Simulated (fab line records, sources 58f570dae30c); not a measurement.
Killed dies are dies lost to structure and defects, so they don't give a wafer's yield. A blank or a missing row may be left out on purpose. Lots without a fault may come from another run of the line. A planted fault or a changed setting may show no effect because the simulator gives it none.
A struck lot beside a sound one | flow berkeley_cmos170 | 14 steps out of a route of 331
Sound: wafers L525.2, L525.3, L525.5. Struck: wafers L532.2, L532.3, L532.4. The cause comes at the end.
At each step with rows: each side's tool, then ch and its chambers, then its first start. Under that, the readings that differ: sound wafers | struck wafers | difference of the means | sigmas: that difference in standard deviations of wafers without a fault.
alike: readings whose means differ by less than 2 such deviations, and words and numbers that are the same on both sides. not compared: withheld readings, readings that some wafer has no value for, bounds like >300 that may hide the same value, and numbers for which the record gives no deviation and whose values overlap.
The two part at a step that has a row with sigmas, a row that says differs or no value, or rows on one side only. Numbers that don't overlap but have no deviation are shown without sigmas and don't part them. A reading that every wafer of one side lacks parts them only if that side has two wafers or more.

UCB170_GATE_CD_MEAS_12: target cd 350 nm.
  sound on cd_sem-01, day 7 03:34; struck on cd_sem-01, day 8 15:58
  alike: cd_nm
UCB170_GATE_OVL_MEAS_13:
  sound on overlay-01, day 7 03:40; struck on overlay-02, day 8 16:04
  alike: GATE_OVL
UCB170_GATE_ETCH_14: etches BARC in N2/H2.
  sound on rie_diel-03 ch 0,1,2, day 7 03:42; struck on rie_diel-03 ch 1,2,3, day 8 16:06
  alike: drypump_motor_current_A, oes_product_au, throttle_valve_pct
UCB170_GATE_ETCH_15: etches poly-Si in HBr/Cl2, stops on SiO2, time 56.3 s, target depth 278.2 nm.
  sound on rie_si-02 ch 0,2,3, day 7 03:44; struck on rie_si-01 ch 0,2,3, day 8 16:08
  alike: drypump_motor_current_A, oes_product_au, throttle_valve_pct
  not compared: rf_hours_counter_h
UCB170_GATE_STRIP_16: strips in O2.
  sound on plasma_asher-02 ch 0,1, day 7 03:47; struck on plasma_asher-04 ch 0,1, day 8 16:11
  alike: drypump_motor_current_A, oes_product_au
  not compared: rf_hours_counter_h
UCB170_GATE_CD_MEAS_90: target cd 350 nm.
  sound on cd_sem-01, day 7 03:55; struck on cd_sem-01, day 8 16:27
  reading    | sound             | struck            | difference | sigmas
  cd_nm (nm) | 348.3 348.8 349.4 | 351.7 353.4 351.4 | +3.3       | +2
then, 6 steps without rows for these wafers: UCB170_GATE_CLEAN_17 (cleans in SPM, time 600 s); UCB170_PLDD_HMDS_00 (prime time 60 s); UCB170_PLDD_COAT_01 (resist thk 900 nm); UCB170_PLDD_SOFTBAKE_02 (time 60 s); UCB170_PLDD_EXPOSE_03 (exposes mask PSELECT, target cd 1200 nm); UCB170_PLDD_PEB_04.
UCB170_PLDD_DEVELOP_05: develop time 45 s.
  sound on litho_track-01 ch 0, day 7 05:00; struck on litho_track-03, day 8 18:00
  no value came back on the struck wafers for chill_plate_temp_C (C), develop_time_s (s), developer_temp_C (C); on the sound wafers chill_plate_temp_C (C) reads 22.96 23.03 22.96
  reading                               | sound             | struck            | difference | sigmas
  model.KrF_of_PLDD_COAT_01.thk_nm (nm) | 886.5 884.3 883.5 | 905.5 908.1 904.7 | +21.3      |
UCB170_PLDD_CD_MEAS_06: target cd 1200 nm.
  sound on cd_sem-01, day 7 05:31; struck on cd_sem-01, day 8 18:08
  reading    | sound                | struck | difference                    | sigmas
  cd_nm (nm) | 1198.8 1200.0 1199.3 | - - -  | no value on the struck wafers |

WHERE THEY PART
First at UCB170_GATE_CD_MEAS_90; last, within this record, at UCB170_PLDD_CD_MEAS_06.

WHY: what the simulator had put in
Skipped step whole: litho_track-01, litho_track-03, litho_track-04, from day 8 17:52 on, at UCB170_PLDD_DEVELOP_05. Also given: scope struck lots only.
